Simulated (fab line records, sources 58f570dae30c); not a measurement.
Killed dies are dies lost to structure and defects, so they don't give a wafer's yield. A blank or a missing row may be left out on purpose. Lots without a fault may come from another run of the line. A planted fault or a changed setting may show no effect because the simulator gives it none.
Split-lot experiment | flow berkeley_cmos170 | 5 lots, 23 wafers read, on a route of 331 steps

THE SPLIT
At UCB170_NWELL_COAT_07 (resist thk 900 nm), the setting resist_thk_nm was moved away from the recipe's 900 nm on 11 of the 23 wafers read, by -1.9% to +4.5%. The other wafers ran this setting at the recipe's value.

FROM THE SPLIT TO THE READING: what the file shows between them, 1 step
- UCB170_NWELL_DEVELOP_11: develop time 45 s (also split here: dev_temp_c)

THE READING
KrF_of_NWELL_COAT_07.thk_nm (the simulator's own value, which no gauge read), in nm, at UCB170_NWELL_ETCH_13 (etches Si3N4 in CH3F/Ar/O2, stops on SiO2, target depth 246.4 nm, time 154 s). The file gives no usual value for it. The 12 wafers here that ran the recipe average 720.6 nm, standard deviation 3.5 nm.

wafer  | tool, chamber at the split | resist_thk_nm as run, nm | against the recipe | KrF_of_NWELL_COAT_07.thk_nm, nm | against lot-mates on the recipe
L075.1 | litho_track-03, 0          | 882.5                    | -1.9%              | 705                             | -19.1
L075.2 | litho_track-03, 0          | 900                      | recipe             | 726.1                           | -
L075.3 | litho_track-03, 0          | 882.5                    | -1.9%              | 704.7                           | -19.4
L075.4 | litho_track-03, 0          | 882.5                    | -1.9%              | 703                             | -21.1
L075.6 | litho_track-03, 0          | 900                      | recipe             | 722.1                           | -
L078.1 | litho_track-03, 0          | 919.8                    | +2.2%              | 738.2                           | +19.4
L078.2 | litho_track-03, 0          | 919.8                    | +2.2%              | 741.1                           | +22.3
L078.3 | litho_track-03, 0          | 900                      | recipe             | 720.7                           | -
L078.5 | litho_track-03, 0          | 900                      | recipe             | 716.9                           | -
L078.6 | litho_track-03, 0          | 919.8                    | +2.2%              | 738.8                           | +20.0
L080.1 | litho_track-04, 0          | 900                      | recipe             | 717.3                           | -
L080.2 | litho_track-04, 0          | 900                      | recipe             | 715.3                           | -
L080.4 | litho_track-04, 0          | 924                      | +2.7%              | 739.1                           | +22.6
L080.5 | litho_track-04, 0          | 924                      | +2.7%              | 740.6                           | +24.1
L080.6 | litho_track-04, 0          | 900                      | recipe             | 716.8                           | -
L082.2 | litho_track-04, 0          | 900                      | recipe             | 719.5                           | -
L082.3 | litho_track-04, 0          | 900                      | recipe             | 721.5                           | -
L082.6 | litho_track-04, 0          | 900                      | recipe             | 721.3                           | -
L085.2 | litho_track-03, 0          | 940.5                    | +4.5%              | 763.5                           | +38.5
L085.3 | litho_track-03, 0          | 900                      | recipe             | 722.6                           | -
L085.4 | litho_track-03, 0          | 940.5                    | +4.5%              | 764.9                           | +39.9
L085.5 | litho_track-03, 0          | 940.5                    | +4.5%              | 761.8                           | +36.8
L085.6 | litho_track-03, 0          | 900                      | recipe             | 727.3                           | -

THE FIT
A straight line over all 23 wafers: KrF_of_NWELL_COAT_07.thk_nm changes by +8.93 nm for each +1% of resist_thk_nm; r = +0.98; the points scatter about the line by 3.3 nm.
The same after taking each lot's own level away (the mean of its wafers on the recipe; 23 wafers): +8.98 nm for each +1%; r = +0.99; scatter 1.8 nm.
On that fit, the largest move of resist_thk_nm shifts the reading by 40 nm.
The lots' own levels span 716.47 to 724.95 nm, that is 2.4 times the standard deviation above.
So the lot-to-lot level changes the slope little: the two slopes agree.
Check: with one of the wafers moved furthest among these (+4.5%) left out of the fit, the line predicts +40.2 nm for it against its lot-mates. It came out at +38.5 nm against them.

OTHER SPLITS ON THESE WAFERS
These wafers also went through other splits before the reading. Each is held against what the fit with the lots' levels taken away leaves over:
other split on the same wafers     | wafers away from the commonest value | r with KrF_of_NWELL_COAT_07.thk_nm (lot level and that fit taken away)
UCB170_START_OXIDATION_02 temp_c   | 18                                   | +0.00
UCB170_NWELL_DEVELOP_11 dev_temp_c | 6                                    | +0.23

THE WHOLE CHAIN: every reading that the file lists as answering this split, in the file's order
step                  | what it does                                                                 | reading                                                                      | change (the file's fit)              | r (the file's)
UCB170_NWELL_COAT_07  | resist thk 900 nm                                                            | KrF_of_NWELL_COAT_07.thk_nm (the simulator's own value, which no gauge read) | +9.47 nm for each +1% of the setting | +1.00
UCB170_NWELL_ETCH_13  | etches Si3N4 in CH3F/Ar/O2, stops on SiO2, target depth 246.4 nm, time 154 s | KrF_of_NWELL_COAT_07.thk_nm (the simulator's own value, which no gauge read) | +8.87 nm for each +1% of the setting | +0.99
UCB170_NWELL_STRIP_15 | strips in O2                                                                 | strip_time_to_endpoint_s                                                     | withheld for each +1% of the setting | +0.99

THE FILE'S OWN FIT
KrF_of_NWELL_COAT_07.thk_nm changes by +8.87 nm for each +1% of resist_thk_nm, r = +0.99.
